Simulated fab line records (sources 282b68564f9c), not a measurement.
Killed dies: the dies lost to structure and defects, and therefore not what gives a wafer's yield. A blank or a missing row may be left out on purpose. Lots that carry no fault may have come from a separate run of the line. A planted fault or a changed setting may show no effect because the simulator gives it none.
fab line records / flow ritCmos
record: lots: 14 wafers: 42 lastDay: 8
route steps=202 shown SILICIDE@166 M1@202
lots that met no fault: from a run of the same line without faults
startH: hours from the record's first day to the start of the lot's first wafer shown / waitH: hours from the lot's prior step to this one / " the same as in the row above / L1.1+2: a single row standing in for several wafers / - no value present, or no start provided / * or withheld: withheld / < > ~ a bound
route shown NAME@n: NAME is a module with steps in the file, n the number in the route of the first one / usual: mean/standard deviation of fault-free wafers / same: alike in all rows / chamber/n: place in a boat / sites: readings site by site / _std_site: the values' standard deviation / _edge_site: the outer-site mean with the inner-site mean subtracted / radiusMm: how far each site lies from the wafer's centre / mask NAME#n: copy n / behind: the last tool/chamber to shape the wafer / hold: why the lot was held/for how many hours/how that ended / device: names the non-switching transistor (n, p or np) / end of line: the route-end tests of the same wafers / a step given without rows: its recipe and nothing more / killed: not the wafer's yield, but the dies lost to structure and defects at the first sort / map: a wafer's dies, marking killed ones x, the rest . and places with no die _
set.NAME: the setting the step ran with; set.NAME@STEP: the setting that earlier step ran with / model.NAME: the simulator's own value behind a step, which no gauge read
steps of the route over a sample of lots; a table a step, a row a wafer
== steps ==
step: RIT_SILICIDE_WET_ETCH_05
recipe: chemistry: SPM target: Ti tempC: 90 timeS: 120 dry: n2Spin
lot.wafer=L401.3+5+6 tool=wetBench-01 chamber=3 startH=61.64 waitH=0.1
lot.wafer=L402.1+3+6 tool=wetBench-01 chamber=2 startH=67.24 waitH=0.1
lot.wafer=L403.1+2+5 tool=wetBench-01 chamber=2 startH=71.02 waitH=0.1
lot.wafer=L404.3+4+6 tool=wetBench-04 chamber=1 startH=73.74 waitH=0.0
lot.wafer=L405.2+5+6 tool=wetBench-01 chamber=3 startH=80.29 waitH=0.0
lot.wafer=L406.3+5+6 tool=wetBench-04 chamber=2 startH=91.06 waitH=0.0
lot.wafer=L407.1+2+6 tool=wetBench-01 chamber=1 startH=99.04 waitH=0.1
lot.wafer=L408.1+3+5 tool=wetBench-03 chamber=2 startH=99.28 waitH=0.1
lot.wafer=L409.2+4+5 tool=wetBench-04 chamber=2 startH=103.89 waitH=0.0
lot.wafer=L410.3+5+6 tool=wetBench-01 chamber=2 startH=111.18 waitH=0.0
lot.wafer=L417.1+3+6 tool=wetBench-04 chamber=0 startH=159.18 waitH=0.1
lot.wafer=L419.1+4+6 tool=wetBench-04 chamber=3 startH=159.66 waitH=0.1
lot.wafer=L423.1+2+3 tool=wetBench-01 chamber=0 startH=172.67 waitH=0.1
lot.wafer=L424.3+4+6 tool=wetBench-01 chamber=2 startH=175.41 waitH=0.0
step: RIT_M1_PROBE_99
usual: killedAtContacts: 0.1/0.28 killedAtFrontEnd: 7.1/2.8 killedDies: 7.1/2.9 killedOnRim: 1.9/1.5 killedOpen: 3.4/2 killedShort: 3.6/2.1
same: grossDies: 264 killed_at_M0_to_M3: 0 killed_at_M4_up: 0 killedAtBackSide: 0 killedAtOther: 0
lot.wafer=L417.1 tool=prober-02 chamber=- startH=166.60 waitH=0.1 killedAtContacts=0 killedAtFrontEnd=29 killedDies=29 killedOnRim=6 killedOpen=4 killedShort=0
lot.wafer=L417.3 tool=prober-02 chamber=- startH=166.70 waitH=0.2 killedAtContacts=0 killedAtFrontEnd=27 killedDies=27 killedOnRim=8 killedOpen=1 killedShort=4
lot.wafer=L417.6 tool=prober-02 chamber=- startH=166.85 waitH=0.2 killedAtContacts=0 killedAtFrontEnd=27 killedDies=27 killedOnRim=6 killedOpen=1 killedShort=2
lot.wafer=L419.1 tool=prober-01 chamber=- startH=168.10 waitH=0.1 killedAtContacts=0 killedAtFrontEnd=18 killedDies=18 killedOnRim=8 killedOpen=3 killedShort=1
lot.wafer=L419.4 tool=prober-01 chamber=- startH=168.25 waitH=0.2 killedAtContacts=0 killedAtFrontEnd=18 killedDies=18 killedOnRim=7 killedOpen=3 killedShort=3
lot.wafer=L419.6 tool=prober-01 chamber=- startH=168.35 waitH=0.2 killedAtContacts=0 killedAtFrontEnd=22 killedDies=22 killedOnRim=11 killedOpen=2 killedShort=4
killed by level:class
L417.1 SILICIDE:unspecified=25 FOX1:geometricParticle:open=2 GATE:geometricParticle:open=1 REOX:geometricParticle:open=1
L417.3 SILICIDE:unspecified=22 SILICIDE:geometricParticle:short=2 GATE:geometricParticle:short=1 REOX:geometricParticle:short=1 SILICIDE:geometricParticle:open=1
L417.6 SILICIDE:unspecified=24 FOX1:geometricParticle:short=1 GATE:geometricParticle:short=1 SILICIDE:geometricParticle:open=1
L419.1 SILICIDE:unspecified=14 FOX1:geometricParticle:open=1 FOX2:geometricParticle:open=1 GATE:geometricParticle:short=1 GATE:geometricParticle:open=1
L419.4 SILICIDE:unspecified=12 GATE:geometricParticle:short=2 GATE:geometricParticle:open=2 SPACER:geometricParticle:short=1 SPACER:geometricParticle:open=1
L419.6 SILICIDE:unspecified=16 SILICIDE:geometricParticle:short=2 FOX1:geometricParticle:short=1 FOX2:geometricParticle:short=1 GATE:geometricParticle:open=1 REOX:geometricParticle:open=1
== key ==
firstSign: step: RIT_M1_PROBE_99 reading: killedAtFrontEnd direction: up sigmas: 5.8 usual: 7.1 struck: 23.5
effect: step: RIT_M1_PROBE_99 reading: killedDies direction: up sigmas: 5.7 usual: 7.1 struck: 23.5
metAt RIT_SILICIDE_WET_ETCH_05
struckLots L417,L419
testerLeftOut L417,L419
onsetBetween 103.89 159.18
fault: kind: chamberParticleSource tool: wetBench-04 chamber: - onsetH: 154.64 steps: RIT_SILICIDE_WET_ETCH_05 ratePerVisitCm2: 0.47388 endH: 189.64
testerLeftOut: of these lots the tester's yield and bins aren't shown, on N5 and GAA mostly nor the transistor test; their killed dies are dies lost to structure and defects alone, not to doping, threshold or leakage, so they don't give the yield
